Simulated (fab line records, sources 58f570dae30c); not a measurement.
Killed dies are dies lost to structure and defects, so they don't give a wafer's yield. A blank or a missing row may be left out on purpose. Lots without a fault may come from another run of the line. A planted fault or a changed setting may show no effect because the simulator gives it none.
Which tool did it? | flow berkeley_cmos170 | 14 lots, 42 wafers sampled, at 4 steps of a route of 331

WHAT THE GAUGES READ, wafer by wafer
UCB170_SCREENOX_THK_MEAS_02. Usual: SCREENOX_OXIDE_THK 14.33 nm, standard deviation 0.27.
lot  | measured     | on            | SCREENOX_OXIDE_THK (nm) | flag
L269 | day 5 19:48  | film_metro-02 | 14.32 14.09 14.22       |
L270 | day 5 19:49  | film_metro-03 | 13.95 13.95 13.98       |
L271 | day 6 16:02  | film_metro-04 | 14.78 14.68 14.63       |
L274 | day 7 00:34  | film_metro-02 | 13.77 13.65 13.85       |
L282 | day 8 19:49  | film_metro-02 | 14.22 14.40 14.34       |
L281 | day 8 19:50  | film_metro-04 | 14.82 14.70 14.86       |
L284 | day 9 11:49  | film_metro-03 | 14.10 13.79 13.73       |
L286 | day 9 11:50  | film_metro-04 | 13.93 14.27 14.04       |
L283 | day 9 11:51  | film_metro-02 | 14.61 14.35 14.65       |
L285 | day 9 11:53  | film_metro-03 | 14.40 14.28 14.22       |
L287 | day 10 08:39 | film_metro-04 | 14.28 13.82 14.35       |
L290 | day 10 20:14 | film_metro-04 | 14.45 14.28 14.55       |
L291 | day 11 11:41 | film_metro-03 | 14.48 14.23 14.46       |
L292 | day 11 11:41 | film_metro-04 | 14.81 14.46 14.76       |

UCB170_NLDD_CD_MEAS_06: target cd 1200 nm. Usual: cd_nm 1199.8 nm, standard deviation 1.3.
lot  | measured     | on        | cd_nm (nm)           | flag
L269 | day 7 01:54  | cd_sem-01 | 1197.9 1198.3 1197.3 |
L270 | day 7 01:43  | cd_sem-02 | 1201.0 1200.7 1198.7 |
L271 | day 7 20:35  | cd_sem-01 | 1199.0 1199.0 1198.4 |
L274 | day 8 04:13  | cd_sem-01 | 1197.1 1198.6 1198.4 |
L282 | day 9 23:01  | cd_sem-01 | 1195.8 1193.9 1194.2 | OFF
L281 | day 9 22:55  | cd_sem-01 | 1194.5 1194.2 1194.5 | OFF
L284 | day 10 16:11 | cd_sem-02 | 1198.4 1198.2 1197.6 |
L286 | day 10 15:40 | cd_sem-01 | 1200.3 1198.6 1198.9 |
L283 | day 10 15:53 | cd_sem-01 | 1200.5 1200.5 1199.8 |
L285 | day 10 15:33 | cd_sem-02 | 1202.4 1203.8 1202.8 |
L287 | day 12 01:29 | cd_sem-01 | 1199.1 1199.9 1200.8 |
L290 | day 12 07:45 | cd_sem-02 | 1200.4 1200.2 1200.1 |
L291 | day 12 19:08 | cd_sem-01 | 1202.7 1203.1 1202.8 |
L292 | day 12 19:26 | cd_sem-01 | 1200.1 1199.2 1199.8 |

WHICH TOOL RAN EACH LOT (tool, then ch and the chambers of the sampled wafers, then the start)
lot  | UCB170_GATE_ETCH_14                | UCB170_NLDD_COAT_01
L269 | rie_diel-02 ch 1,3, day 6 20:45    | litho_track-02 ch 0, day 7 01:00
L270 | rie_diel-04 ch 0,1,2, day 6 20:35  | litho_track-03 ch 0, day 7 00:32
L271 | rie_diel-01 ch 1,2, day 7 17:35    | litho_track-02 ch 0, day 7 19:55
L274 | rie_diel-02 ch 0,2,3, day 8 00:29  | litho_track-02 ch 0, day 8 02:55
L282 | rie_diel-04 ch 0,1,3, day 9 18:20  | litho_track-02 ch 0, day 9 22:06
L281 | rie_diel-02 ch 0,1, day 9 18:06    | litho_track-02 ch 0, day 9 21:26
L284 | rie_diel-04 ch 0,2,3, day 10 12:09 | litho_track-03 ch 0, day 10 15:12
L286 | rie_diel-01 ch 0,3, day 10 11:49   | litho_track-01 ch 0, day 10 14:33
L283 | rie_diel-02 ch 0,1,3, day 10 12:03 | litho_track-03 ch 0, day 10 14:49
L285 | rie_diel-04 ch 0,2,3, day 10 11:45 | litho_track-03 ch 0, day 10 14:18
L287 | rie_diel-01 ch 1,3, day 11 20:58   | litho_track-03 ch 0, day 12 00:43
L290 | rie_diel-02 ch 0,1,3, day 12 04:29 | litho_track-01 ch 0, day 12 06:53
L291 | rie_diel-02 ch 0,1, day 12 13:22   | litho_track-03 ch 0, day 12 17:50
L292 | rie_diel-02 ch 0,1,3, day 12 13:02 | litho_track-01 ch 0, day 12 18:16
- UCB170_GATE_ETCH_14: etches BARC in N2/H2.
- UCB170_NLDD_COAT_01: resist thk 907.7 nm.

WHAT THE TOOLS THEMSELVES READ (means of the sampled wafers that have a number; where no wafer has one, the mark that the record gives instead)
UCB170_GATE_ETCH_14. Usual: bias_w 100.0 W, standard deviation 0.35; drypump_motor_current_A 6.0 A, standard deviation 0.39; oes_product_au 0.984 a.u., standard deviation 0.026; throttle_valve_pct 13.17 %, standard deviation 0.1.
lot  | tool        | bias_w (W) | drypump_motor_current_A (A) | oes_product_au (a.u.) | throttle_valve_pct (%) | flag
L269 | rie_diel-02 | 99.6       | 6.0                         | 0.964                 | 13.09                  |
L270 | rie_diel-04 | 100.1      | 5.4                         | 1.005                 | 13.26                  |
L271 | rie_diel-01 | 100.2      | 6.0                         | 0.996                 | 13.07                  |
L274 | rie_diel-02 | 99.8       | 5.8                         | 0.970                 | 13.10                  |
L282 | rie_diel-04 | 99.9       | 5.8                         | 1.000                 | 13.20                  |
L281 | rie_diel-02 | 99.8       | 6.1                         | 0.964                 | 13.15                  |
L284 | rie_diel-04 | 100.0      | 6.0                         | 1.013                 | 13.26                  |
L286 | rie_diel-01 | 100.4      | 5.9                         | 1.009                 | 13.31                  |
L283 | rie_diel-02 | 99.8       | 6.1                         | 0.961                 | 13.12                  |
L285 | rie_diel-04 | 99.8       | 6.0                         | 1.012                 | 13.24                  |
L287 | rie_diel-01 | 100.0      | 5.9                         | 0.985                 | 13.12                  |
L290 | rie_diel-02 | 99.9       | 6.1                         | 0.971                 | 13.13                  |
L291 | rie_diel-02 | 100.3      | 6.2                         | 0.955                 | 13.18                  |
L292 | rie_diel-02 | 99.9       | 6.1                         | 0.969                 | 13.12                  |

UCB170_NLDD_COAT_01. Usual: dispense_pressure_kPa 53 kPa, standard deviation 4.1; spin_speed_rpm 1499.9 rpm, standard deviation 0.96.
lot  | tool           | dispense_pressure_kPa (kPa) | spin_speed_rpm (rpm) | flag
L269 | litho_track-02 | 54                          | 1500.6               |
L270 | litho_track-03 | 48                          | 1499.5               |
L271 | litho_track-02 | 54                          | 1500.1               |
L274 | litho_track-02 | 54                          | 1500.0               |
L282 | litho_track-02 | 54                          | 1168.7               | OFF
L281 | litho_track-02 | 54                          | 1168.5               | OFF
L284 | litho_track-03 | 48                          | 1500.6               |
L286 | litho_track-01 | 60                          | 1499.2               |
L283 | litho_track-03 | 48                          | 1499.0               |
L285 | litho_track-03 | 48                          | 1499.5               |
L287 | litho_track-03 | 48                          | 1500.7               |
L290 | litho_track-01 | 60                          | 1501.1               |
L291 | litho_track-03 | 48                          | 1500.0               |
L292 | litho_track-01 | 60                          | 1500.2               |

THE ANSWER, worked out from the rows above alone
Rule: a lot is off if the mean of its wafers that have a number lies more than 3 standard deviations from the usual mean. A lot without any number at a reading at which 4 lots or more have one is off too. The other lots that the step has rows for count as sound. The gauges are gone through in route order, then the tools' own readings, and for those a lot's mean is taken as printed above. The first step at which some lot is off is used, and at that step the reading that is off furthest; a lot without a number counts as furthest.
Off: L282, L281, at UCB170_NLDD_CD_MEAS_06 (cd_nm).
A tool fits if, at a process step before that reading, it ran every lot that is off, and no sound lot after the first of them. The gauges at UCB170_NLDD_CD_MEAS_06 aren't tried: what is off there is off at UCB170_NLDD_COAT_01 too, on other tools, and a gauge's error can't cause that. One fits: litho_track-02 at UCB170_NLDD_COAT_01. Its last sound lot is L274 (day 8 02:55), its first lot that is off L281 (day 9 21:26): a fault that began between those two fits.
The tool's own readings at UCB170_NLDD_COAT_01 bear it out: on the lots that are off they differ by more than 5 times the standard deviation of the sound lots' means. spin_speed_rpm reads 1168.6 rpm there against 1500.0 rpm on the sound lots.

WHAT THE SIMULATOR HAD PUT IN
Process parameter drift: litho_track-02, from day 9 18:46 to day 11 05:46, at UCB170_NLDD_COAT_01. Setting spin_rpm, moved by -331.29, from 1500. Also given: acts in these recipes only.
Lots struck among those shown: L282, L281. The rule above found the same.
